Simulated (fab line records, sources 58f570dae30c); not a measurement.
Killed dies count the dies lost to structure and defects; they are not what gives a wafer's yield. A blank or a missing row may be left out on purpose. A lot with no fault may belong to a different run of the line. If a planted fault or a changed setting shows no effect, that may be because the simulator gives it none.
Which of the tools did it?	flow berkeley-cmos170	Sampling: 13 lots, 39 wafers, 6 of 331 route steps

== WHAT THE GAUGES READ, wafer by wafer ==
UCB170_PLDD_OVL_MEAS_07. Usual: PLDD_OVL typically reads 5 nm, with standard deviation 5.3.
lot	measured	on	PLDD_OVL (nm)	flag
L193	day 7 14:35	overlay-01	-1 -4 3	
L194	day 8 05:24	overlay-02	7 8 7	
L197	day 8 05:32	overlay-01	4 6 8	
L195	day 8 05:40	overlay-02	1 4 14	
L196	day 8 05:58	overlay-02	3 5 1	
L198	day 8 17:16	overlay-02	12 6 1	
L202	day 9 13:32	overlay-02	9 4 3	
L203	day 9 13:48	overlay-02	-3 -3 -2	
L206	day 10 11:27	overlay-02	6 2 2	
L208	day 10 12:10	overlay-01	13 19 11	
L210	day 10 19:02	overlay-01	2 0 -6	
L214	day 11 16:58	overlay-01	7 6 3	
L216	day 12 03:20	overlay-01	3 4 -4	

UCB170_PLDD_TW_MEAS_11. Usual: PLDD_TW typically reads 1024, with standard deviation 15.
lot	measured	on	PLDD_TW	flag
L193	day 7 15:01	film-metro-04	1009 1006 1007	
L194	day 8 05:50	film-metro-04	1015 1018 1009	
L197	day 8 05:58	film-metro-03	1037 1032 1033	
L195	day 8 06:07	film-metro-02	1030 1032 1025	
L196	day 8 06:24	film-metro-02	1028 1030 1035	
L198	day 8 17:42	film-metro-02	1032 1036 1037	
L202	day 9 13:59	film-metro-03	1035 1029 1041	
L203	day 9 14:14	film-metro-04	1069 1063 1071	
L206	day 10 11:53	film-metro-04	1068 1068 1063	
L208	day 10 12:36	film-metro-03	1034 1032 1042	
L210	day 10 19:28	film-metro-03	1033 1034 1038	
L214	day 11 17:24	film-metro-02	1035 1037 1033	
L216	day 12 03:46	film-metro-04	1010 1010 1006	

UCB170_NSD_CD_MEAS_06 targets a cd of 1200 nm. Usual: cd-nm 1200.3 nm, standard deviation 1.5.
lot	measured	on	cd-nm (nm)	flag
L193	day 8 04:18	cd-sem-02	1202.7 1202.0 1201.4	
L194	day 8 16:52	cd-sem-02	1201.6 1201.0 1201.7	
L197	day 8 17:30	cd-sem-02	1202.8 1202.2 1201.7	
L195	day 8 17:11	cd-sem-01	1200.2 1200.8 1199.5	
L196	day 8 17:34	cd-sem-01	1199.3 1199.6 1200.5	
L198	day 9 07:15	cd-sem-02	1201.4 1200.4 1200.7	
L202	day 10 03:20	cd-sem-01	1200.2 1199.5 1199.9	
L203	day 10 03:34	cd-sem-02	1199.3 1199.0 1198.0	
L206	day 11 01:28	cd-sem-01	1200.4 1199.4 1199.5	
L208	day 11 01:52	cd-sem-01	1200.4 1202.3 1202.8	
L210	day 11 07:55	cd-sem-01	1200.2 1200.0 1197.9	
L214	day 12 05:35	cd-sem-01	1203.1 1202.6 1204.7	
L216	day 12 15:17	cd-sem-02	1197.5 1197.5 1197.7	

UCB170_SDANNEAL_RS_MEAS_04: measures by four-point-probe. Usual: PLDD_RS typically reads 1031.9 ohm/sq, with standard deviation 2.4.
lot	measured	on	PLDD_RS (ohm/sq)	flag
L193	day 8 06:24	film-metro-04	1031.9 1031.3 1029.9	
L194	day 8 18:38	film-metro-04	1030.8 1029.4 1031.1	
L197	day 8 19:50	film-metro-03	1034.8 1033.8 1034.1	
L195	day 8 19:24	film-metro-04	1033.4 1034.5 1032.8	
L196	day 8 20:16	film-metro-02	1035.0 1033.2 1032.6	
L198	day 9 09:09	film-metro-03	1028.5 1029.7 1029.7	
L202	day 10 05:04	film-metro-03	1034.1 1033.1 1029.2	
L203	day 10 05:18	film-metro-04	884.7 885.0 886.6 885.4 885.6 886.8	OFF
L206	day 11 03:19	film-metro-04	884.0 884.8 884.8 885.7 883.7 885.3	OFF
L208	day 11 03:41	film-metro-02	1030.4 1030.4 1030.4	
L210	day 11 09:47	film-metro-04	1034.2 1033.3 1032.7	
L214	day 12 07:20	film-metro-02	1035.6 1035.1 1034.9	
L216	day 12 17:19	film-metro-04	1026.4 1029.4 1029.7	

== TOOL THAT RAN EACH LOT (tool first, then ch and the chambers of the sampled wafers, then the start) ==
lot	UCB170_PVT_STRIP_08	UCB170_PLDD_IMPLANT_09
L193	plasma-asher-02 ch 0,1, day 6 20:04	implanter-02 ch 0, day 7 14:47
L194	plasma-asher-02 ch 0,1, day 7 09:08	implanter-02 ch 0, day 8 05:35
L197	plasma-asher-01 ch 0,1, day 7 09:32	implanter-04 ch 0, day 8 05:45
L195	plasma-asher-04 ch 0,1, day 7 09:46	implanter-01 ch 0, day 8 05:52
L196	plasma-asher-01 ch 0,1, day 7 10:04	implanter-02 ch 0, day 8 06:11
L198	plasma-asher-01 ch 0,1, day 8 00:57	implanter-02 ch 0, day 8 17:27
L202	plasma-asher-02 ch 0,1, day 8 21:08	implanter-02 ch 0, day 9 13:47
L203	plasma-asher-04 ch 0,1, day 8 21:38	implanter-04 ch 0, day 9 14:00
L206	plasma-asher-01 ch 0,1, day 9 16:05	implanter-04 ch 0, day 10 11:39
L208	plasma-asher-02 ch 0,1, day 9 20:49	implanter-02 ch 0, day 10 12:21
L210	plasma-asher-01 ch 0,1, day 10 03:47	implanter-02 ch 0, day 10 19:13
L214	plasma-asher-04 ch 0,1, day 10 21:44	implanter-02 ch 0, day 11 17:09
L216	plasma-asher-02 ch 0,1, day 11 07:54	implanter-02 ch 0, day 12 03:31
- UCB170_PVT_STRIP_08: strips in O2.
- UCB170_PLDD_IMPLANT_09

== AS READ BY THE TOOLS THEMSELVES (means over the sampled wafers that have a number; for cases with no such wafer, the mark the record gives instead) ==
UCB170_PVT_STRIP_08. Usual: drypump-motor-current-A 6.23 A, standard deviation 0.27; oes-product-au 0.735 a.u., standard deviation 0.0044; strip-time-to-endpoint-s 21.61 s, standard deviation 0.065.
lot	tool	drypump-motor-current-A (A)	oes-product-au (a.u.)	strip-time-to-endpoint-s (s)	flag
L193	plasma-asher-02	6.43	0.735	21.67	
L194	plasma-asher-02	6.44	0.739	21.68	
L197	plasma-asher-01	6.30	0.733	21.64	
L195	plasma-asher-04	5.84	0.737	21.60	
L196	plasma-asher-01	6.25	0.738	21.57	
L198	plasma-asher-01	6.25	0.735	21.59	
L202	plasma-asher-02	6.44	0.731	21.48	
L203	plasma-asher-04	5.91	0.734	21.60	
L206	plasma-asher-01	6.31	0.733	21.63	
L208	plasma-asher-02	6.44	0.737	21.63	
L210	plasma-asher-01	6.27	0.732	21.58	
L214	plasma-asher-04	5.81	0.731	21.71	
L216	plasma-asher-02	6.49	0.733	21.55	

UCB170_PLDD_IMPLANT_09. Usual: beam-on-s 10.00 s, standard deviation 0.21; faraday-current-uA 159, standard deviation 3.2.
lot	tool	beam-on-s (s)	faraday-current-uA	flag
L193	implanter-02	9.93	160	
L194	implanter-02	10.11	157	
L197	implanter-04	9.85	161	
L195	implanter-01	9.92	160	
L196	implanter-02	10.27	154	
L198	implanter-02	10.10	157	
L202	implanter-02	9.94	160	
L203	implanter-04	14.47	109	OFF
L206	implanter-04	14.36	111	OFF
L208	implanter-02	10.08	158	
L210	implanter-02	9.94	159	
L214	implanter-02	10.24	155	
L216	implanter-02	9.87	160	

== THE ANSWER, worked out from the rows above alone ==
Rule: take the mean of a lot's wafers that have a number; if it is more than 3 standard deviations from the usual mean, the lot is off. Also off: a lot with no number at a reading for which 4 or more lots have one. All remaining lots with rows at the step are treated as sound. After the gauges, taken in route order, come the tools' own readings; for these a lot's mean is taken, as printed above. The first step at which some lot is off is used, and at that step the reading that is off furthest; a lot without a number counts as furthest.
Off: at UCB170_SDANNEAL_RS_MEAS_04 (PLDD_RS), L203, L206.
If a tool, at a process step before that reading, ran all the lots that are off and no sound lot after the first of them, it fits. The gauges at UCB170_SDANNEAL_RS_MEAS_04 aren't tried: what is off there is off at UCB170_PLDD_IMPLANT_09 too, on other tools, and a gauge's error can't cause that. One fits: implanter-04 at UCB170_PLDD_IMPLANT_09. Its last sound lot is L197 (day 8 05:45), its first lot that is off L203 (day 9 14:00): a fault that began between those two fits.
The tool's own readings at UCB170_PLDD_IMPLANT_09 bear it out: on the lots that are off they differ by more than 5 times the standard deviation of the sound lots' means. beam-on-s reads 14.41 s there against 10.02 s on the sound lots; faraday-current-uA reads 110 there against 158 on the sound lots.

== WHAT WAS PUT IN BY THE SIMULATOR ==
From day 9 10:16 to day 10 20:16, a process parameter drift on implanter-04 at UCB170_PLDD_IMPLANT_09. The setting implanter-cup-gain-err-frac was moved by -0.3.
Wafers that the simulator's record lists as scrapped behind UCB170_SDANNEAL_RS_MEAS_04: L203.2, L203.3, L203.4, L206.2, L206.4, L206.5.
Shown lots that were struck: L203, L206. The rule above found the same.
